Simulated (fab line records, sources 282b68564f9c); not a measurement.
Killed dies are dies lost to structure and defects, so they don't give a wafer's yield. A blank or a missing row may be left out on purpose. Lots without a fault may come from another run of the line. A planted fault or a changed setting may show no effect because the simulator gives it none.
Split-lot experiment | flow rit_cmos | 5 lots, 23 wafers read, on a route of 202 steps

THE SPLIT
At RIT_PWELL_IMPLANT_08, the setting dose_cm2 was moved away from the recipe's 7e+13 on 10 of the 23 wafers read, by -3.8% to +7.2%. The other wafers ran this setting at the recipe's value.

FROM THE SPLIT TO THE READING: what the file shows between them, 3 steps
- RIT_PWELL_STRIP_09: strips in O2, time 180 s
- RIT_PWELL_TW_MEAS_10
- RIT_WELLDRIVE_ANNEAL_00: time 14700 s

THE READING
PWELL_RS, in ohm/sq, at RIT_WELLDRIVE_RS_MEAS_02 (measures by four-point-probe). Fault-free wafers of this fab line usually give 429.2 ohm/sq, standard deviation 1 ohm/sq.

wafer  | tool, chamber at the split | dose_cm2 as run | against the recipe | PWELL_RS, ohm/sq | against lot-mates on the recipe
L076.1 | implanter-01, 0            | 7.506e+13       | +7.2%              | 411.1            | -18.4
L076.2 | implanter-01, 0            | 7e+13           | recipe             | 430.1            | -
L076.3 | implanter-01, 0            | 7.506e+13       | +7.2%              | 411.3            | -18.2
L076.4 | implanter-01, 0            | 7e+13           | recipe             | 428.4            | -
L076.5 | implanter-01, 0            | 7e+13           | recipe             | 430.0            | -
L080.1 | implanter-01, 0            | 6.733e+13       | -3.8%              | 439.3            | +9.4
L080.2 | implanter-01, 0            | 7e+13           | recipe             | 430.1            | -
L080.3 | implanter-01, 0            | 6.733e+13       | -3.8%              | 439.7            | +9.8
L080.4 | implanter-01, 0            | 6.733e+13       | -3.8%              | 440.8            | +10.9
L080.6 | implanter-01, 0            | 7e+13           | recipe             | 429.7            | -
L082.1 | implanter-02, 0            | 7e+13           | recipe             | 430.2            | -
L082.2 | implanter-02, 0            | 7e+13           | recipe             | 430.5            | -
L082.6 | implanter-02, 0            | 7e+13           | recipe             | 430.8            | -
L083.1 | implanter-01, 0            | 7e+13           | recipe             | 427.7            | -
L083.2 | implanter-01, 0            | 7e+13           | recipe             | 428.7            | -
L083.4 | implanter-01, 0            | 7.237e+13       | +3.4%              | 420.2            | -8.0
L083.5 | implanter-01, 0            | 7.237e+13       | +3.4%              | 420.3            | -7.9
L083.6 | implanter-01, 0            | 7.237e+13       | +3.4%              | 421.3            | -6.9
L084.1 | implanter-02, 0            | 7e+13           | recipe             | 428.4            | -
L084.2 | implanter-02, 0            | 7e+13           | recipe             | 428.1            | -
L084.3 | implanter-02, 0            | 7e+13           | recipe             | 429.8            | -
L084.4 | implanter-02, 0            | 6.829e+13       | -2.4%              | 434.9            | +6.1
L084.5 | implanter-02, 0            | 6.829e+13       | -2.4%              | 435.7            | +6.9

THE FIT
A straight line over all 23 wafers: PWELL_RS changes by -2.58 ohm/sq for each +1% of dose_cm2; r = -0.99; the points scatter about the line by 0.89 ohm/sq.
The same after taking each lot's own level away (the mean of its wafers on the recipe; 23 wafers): -2.52 ohm/sq for each +1%; r = -1.00; scatter 0.66 ohm/sq.
On that fit, the largest move of dose_cm2 shifts the reading by 18 ohm/sq.
The lots' own levels span 428.20 to 430.50 ohm/sq, that is 2.3 times the standard deviation above.
So the lot-to-lot level changes the slope little: the two slopes agree.
Check: with one of the wafers moved furthest among these (+7.2%) left out of the fit, the line predicts -17.9 ohm/sq for it against its lot-mates. It came out at -18.4 ohm/sq against them.

OTHER SPLITS ON THESE WAFERS
These wafers also went through other splits before the reading. Each is held against what the fit with the lots' levels taken away leaves over:
other split on the same wafers | wafers away from the commonest value | r with PWELL_RS (lot level and that fit taken away)
RIT_ACTIVE_OXIDATION_01 temp_c | 18                                   | -0.23
RIT_ACTIVE_COAT_06 spin_rpm    | 6                                    | +0.11
RIT_FOX2_WET_ETCH_03 time_s    | 15                                   | +0.27

THE WHOLE CHAIN: every reading that the file lists as answering this split, in the file's order
step                     | what it does                 | reading  | change (the file's fit)           | r (the file's)
RIT_PWELL_TW_MEAS_10     |                              | PWELL_TW | +3.26 for each +1% of the setting | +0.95
RIT_WELLDRIVE_RS_MEAS_02 | measures by four-point-probe | PWELL_RS | -2.52 for each +1% of the setting | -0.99

THE FILE'S OWN FIT
PWELL_RS changes by -2.52 ohm/sq for each +1% of dose_cm2, r = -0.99.
